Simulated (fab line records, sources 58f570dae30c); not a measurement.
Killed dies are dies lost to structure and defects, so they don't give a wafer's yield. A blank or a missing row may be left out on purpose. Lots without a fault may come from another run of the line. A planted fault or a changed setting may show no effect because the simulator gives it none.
fab line records | flow berkeley_cmos170 | part 2 of 2: steps 27 to 36 of 36
record lots=5 wafers=15 last_day=11
route steps=331 shown PLDD@155 NLDD@158 SPACER@171 PSD@175 NSD@187
lots that met no fault: from a run of the same line without faults
start_h: hours from the record's first day to the start of the lot's first wafer shown | wait_h: hours since the lot's step before | " the same as in the row above | L1.1+2: a row that stands for several wafers | - no value, or no start given | * or withheld: withheld | < > ~ a bound
route shown NAME@n: a module of which the file shows steps, and the number in the route of the first | usual: mean/standard deviation of fault-free wafers | same: alike in all rows | chamber/n: place in a boat | sites: the reading at each site | _std_site: their standard deviation | _edge_site: outer sites' mean less inner sites' | radius_mm: how far each site lies from the wafer's centre | mask NAME#n: copy n | behind: the tool/chamber that last shaped the wafer | hold: why the lot was held/for how many hours/how that ended | device: the transistor (n, p or np) that didn't switch | end of line: the same wafers' tests at the end of the route | a step without rows: its recipe alone | killed: dies lost to structure and defects at the first sort, not the wafer's yield | map: a wafer's dies, x killed, . not, _ none there
set.NAME: the setting as run; set.NAME@STEP: as run at that earlier step | model.NAME: the simulator's own value behind a step, which no gauge read
lots at some steps of the route; a table a step, a row a wafer
services: from which hour (start_h, from the record's first day; less than 0 if before it) a tool's chamber was out of use, for how many hours, and why
## steps
# step UCB170_PSD_CD_MEAS_06
# recipe target_cd_nm=1200
# usual cd_nm=1199.3/1.5
# columns lot.wafer tool chamber start_h wait_h cd_nm
L081.1 cd_sem-01 - 172.69 - 1198.9
L081.2 " - " " 1200.3
L081.5 " - " " 1201.1
L090.2 cd_sem-02 - 216.68 - 1199.2
L090.5 " - " " 1198.8
L090.6 " - " " 1198.3
L091.1 cd_sem-02 - 216.90 - 1199.2
L091.4 " - " " 1199.8
L091.6 " - " " 1200.5
L093.1 cd_sem-02 - 231.72 - 1198.1
L093.3 " - " " 1196.8
L093.5 " - " " 1198.5
L094.2 cd_sem-01 - 232.01 - 1199.2
L094.3 " - " " 1198.5
L094.4 " - " " 1199.1
# step UCB170_PSD_OVL_MEAS_07
# usual PSD_OVL=3/5.2
# columns lot.wafer tool chamber start_h wait_h PSD_OVL[nm]
L081.1 overlay-02 - 172.81 0.1 5
L081.2 " - " " 6
L081.5 " - " " 7
L090.2 overlay-02 - 216.79 0.1 2
L090.5 " - " " 3
L090.6 " - " " 0
L091.1 overlay-01 - 217.02 0.1 8
L091.4 " - " " 3
L091.6 " - " " 6
L093.1 overlay-02 - 231.84 0.1 10
L093.3 " - " " 10
L093.5 " - " " 5
L094.2 overlay-01 - 232.12 0.1 3
L094.3 " - " " -2
L094.4 " - " " 1
# step UCB170_PSD_IMPLANT_08
# recipe species=B dose_cm2=3e+15 energy_kev=20 tilt_deg=7
# usual faraday_current_uA=9264/210
# same implant_ion_amu=11
# columns lot.wafer tool chamber start_h wait_h faraday_current_uA
L081.1 implanter-03 0 172.85 0.0 9534
L081.2 " 0 " " 9080
L081.5 " 0 " " 8846
L090.2 implanter-01 0 216.84 0.0 9167
L090.5 " 0 " " 9372
L090.6 " 0 " " 9322
L091.1 implanter-03 0 217.06 0.0 9008
L091.4 " 0 " " 8884
L091.6 " 0 " " 9111
L093.1 implanter-03 0 231.87 0.0 9188
L093.3 " 0 " " 9486
L093.5 " 0 " " 9066
L094.2 implanter-01 0 232.17 0.0 9337
L094.3 " 0 " " 9114
L094.4 " 0 " " 9083
# step UCB170_PSD_STRIP_09
# recipe chemistry=O2 power_w=400 pressure_mtorr=3500 platen_temp_c=withheld o2_flow_sccm=400 overash_fraction=0.5
# usual drypump_motor_current_A=6.0/0.38 oes_product_au=0.600/0.0046 strip_time_to_endpoint_s=29.38/0.076
# columns lot.wafer tool chamber start_h wait_h drypump_motor_current_A oes_product_au rf_hours_counter_h strip_time_to_endpoint_s
L081.1 plasma_asher-01 1 173.00 0.1 6.0 0.600 48 29.41
L081.2 " 0 " " 6.3 0.613 48 29.39
L081.5 " 0 " " 6.3 0.599 - 29.38
L090.2 plasma_asher-04 1 216.97 0.1 6.2 0.604 11 29.25
L090.5 " 1 " " 6.2 0.602 - 29.23
L090.6 " 0 " " 5.7 0.600 - 29.38
L091.1 plasma_asher-01 1 217.21 0.1 6.0 0.599 53 29.36
L091.4 " 1 " " 6.0 0.599 - 29.33
L091.6 " 1 " " 6.0 0.602 - 29.48
L093.1 plasma_asher-03 1 232.02 0.1 6.6 0.607 49 29.42
L093.3 " 1 " " 6.6 0.604 - 29.43
L093.5 " 1 " " 6.6 0.603 - 29.41
L094.2 plasma_asher-01 1 232.30 0.1 6.0 0.602 54 29.42
L094.3 " 0 " " 6.3 0.604 - 29.40
L094.4 " 1 " " 6.0 0.612 - 29.46
# step UCB170_PSD_TW_MEAS_10
# usual PSD_TW=2338/16
# columns lot.wafer tool chamber start_h wait_h PSD_TW
L081.1 film_metro-03 - 173.10 0.1 2333
L081.2 " - " " 2317
L081.5 " - " " 2325
L090.2 film_metro-03 - 217.08 0.1 2338
L090.5 " - " " 2320
L090.6 " - " " 2329
L091.1 film_metro-04 - 217.31 0.1 2337
L091.4 " - " " 2355
L091.6 " - " " 2356
L093.1 film_metro-03 - 232.12 0.1 2329
L093.3 " - " " 2325
L093.5 " - " " 2344
L094.2 film_metro-03 - 232.41 0.1 2324
L094.3 " - " " 2313
L094.4 " - " " 2327
# step UCB170_PSD_CLEAN_11
# recipe chemistry=SPM temp_c=120 time_s=600
# usual temp_c=120.00/0.15
# same time_s=600
# columns lot.wafer tool chamber start_h wait_h temp_c
L081.1 wet_bench-03 0 175.78 2.7 119.94
L081.2 " 0 " " 119.99
L081.5 " 0 " " 120.05
L090.2 wet_bench-04 2 218.45 1.4 120.16
L090.5 " 2 " " 120.01
L090.6 " 2 " " 119.92
L091.1 wet_bench-04 2 218.45 1.1 119.97
L091.4 " 2 " " 120.20
L091.6 " 2 " " 119.92
L093.1 wet_bench-04 3 232.32 0.2 119.77
L093.3 " 3 " " 119.99
L093.5 " 3 " " 119.93
L094.2 wet_bench-04 3 232.50 0.1 119.78
L094.3 " 3 " " 119.79
L094.4 " 3 " " 119.99
# step UCB170_NSD_HMDS_00
# recipe prime_time_s=60 prime_temp_c=100
# usual resist_line_temp_C=22.98/0.1
# columns lot.wafer tool chamber start_h wait_h resist_line_temp_C
L081.1 litho_track-03 0 176.41 0.5 23.02
L081.2 " 0 " " 23.04
L081.5 " 0 " " 23.08
L091.1 litho_track-03 0 218.62 0.0 22.96
L091.4 " 0 " " 23.02
L091.6 " 0 " " 22.97
L090.2 litho_track-01 0 218.65 0.0 22.96
L090.5 " 0 " " 22.90
L090.6 " 0 " " 22.91
L093.1 litho_track-02 0 232.67 0.2 22.96
L093.3 " 0 " " 22.90
L093.5 " 0 " " 22.87
L094.2 litho_track-01 0 233.03 0.4 22.92
L094.3 " 0 " " 23.06
L094.4 " 0 " " 23.01
# step UCB170_NSD_COAT_01
# recipe resist=KrF spin_rpm=1500 resist_thk_nm=900
# usual resist_line_temp_C=22.99/0.094
# columns lot.wafer tool chamber start_h wait_h resist_line_temp_C
L081.1 litho_track-03 0 176.56 0.1 22.75
L081.2 " 0 " " 23.03
L081.5 " 0 " " 22.90
L091.1 litho_track-03 0 218.77 0.1 23.02
L091.4 " 0 " " 23.02
L091.6 " 0 " " 23.16
L090.2 litho_track-01 0 218.80 0.1 23.00
L090.5 " 0 " " 22.92
L090.6 " 0 " " 22.94
L093.1 litho_track-02 0 232.82 0.1 23.07
L093.3 " 0 " " 22.89
L093.5 " 0 " " 23.08
L094.2 litho_track-01 0 233.18 0.1 22.93
L094.3 " 0 " " 23.07
L094.4 " 0 " " 22.91
# step UCB170_NSD_SOFTBAKE_02
# recipe resist=KrF temp_c=130 time_s=60
# usual resist_line_temp_C=23.01/0.12
# same time_s=60
# columns lot.wafer tool chamber start_h wait_h resist_line_temp_C
L081.1 litho_track-03 0 176.71 0.1 23.03
L081.2 " 0 " " 22.97
L081.5 " 0 " " 22.97
L091.1 litho_track-03 0 218.92 0.1 23.08
L091.4 " 0 " " 22.90
L091.6 " 0 " " 22.89
L090.2 litho_track-01 0 218.95 0.1 22.95
L090.5 " 0 " " 23.26
L090.6 " 0 " " 23.01
L093.1 litho_track-02 0 232.97 0.1 22.93
L093.3 " 0 " " 22.96
L093.5 " 0 " " 22.99
L094.2 litho_track-01 0 233.33 0.1 23.01
L094.3 " 0 " " 22.95
L094.4 " 0 " " 23.12
# step UCB170_NSD_EXPOSE_03
# recipe mask_id=NSELECT_MOD na=0.5 sigma_outer=0.6 source_shape=conventional target_cd_nm=1200 dose_mj=30
# columns lot.wafer tool chamber start_h wait_h mask
L081.1+2+5 krf_scanner-02 0 - - NSELECT_MOD#0
L090.2+5+6 krf_scanner-02 0 219.22 0.2 NSELECT_MOD#0
L091.1+4+6 krf_scanner-02 0 219.32 0.4 NSELECT_MOD#0
L093.1+3+5 krf_scanner-02 0 233.25 0.2 NSELECT_MOD#0
L094.2+3+4 krf_scanner-01 0 233.60 0.2 NSELECT_MOD#0
## services
# columns tool chamber start_h hours kind
implanter-01 - 142.44 1.2 repair
implanter-01 - 142.60 1.3 repair
rie_diel-03 0 143.16 126.4 repair
krf_scanner-02 - 148.87 1.0 pm
pecvd-03 - 149.44 1.1 repair
krf_scanner-02 - 156.76 1.3 pm
krf_scanner-01 - 158.51 1.0 pm
krf_scanner-01 - 179.41 1.3 pm
rie_diel-02 2 179.80 - clean
rie_diel-02 2 179.80 17.4 scheduled_down
rie_diel-02 2 179.80 17.4 vent_cycle
krf_scanner-02 - 185.12 3.6 pm
rie_diel-02 0 194.72 9.8 repair
rie_diel-03 3 194.79 9.0 repair
pecvd-02 - 195.54 0.9 repair
krf_scanner-02 - 199.50 1.0 repair
rie_diel-02 0 208.05 4.4 repair
furnace-01 - 210.24 6.9 pm
krf_scanner-02 0 212.66 - calibration
implanter-01 - 215.60 0.7 repair
krf_scanner-02 - 224.85 4.8 repair
rie_diel-01 2 225.02 1.4 repair
rie_diel-02 0 226.92 6.6 repair
furnace-01 - 231.42 4.1 pm
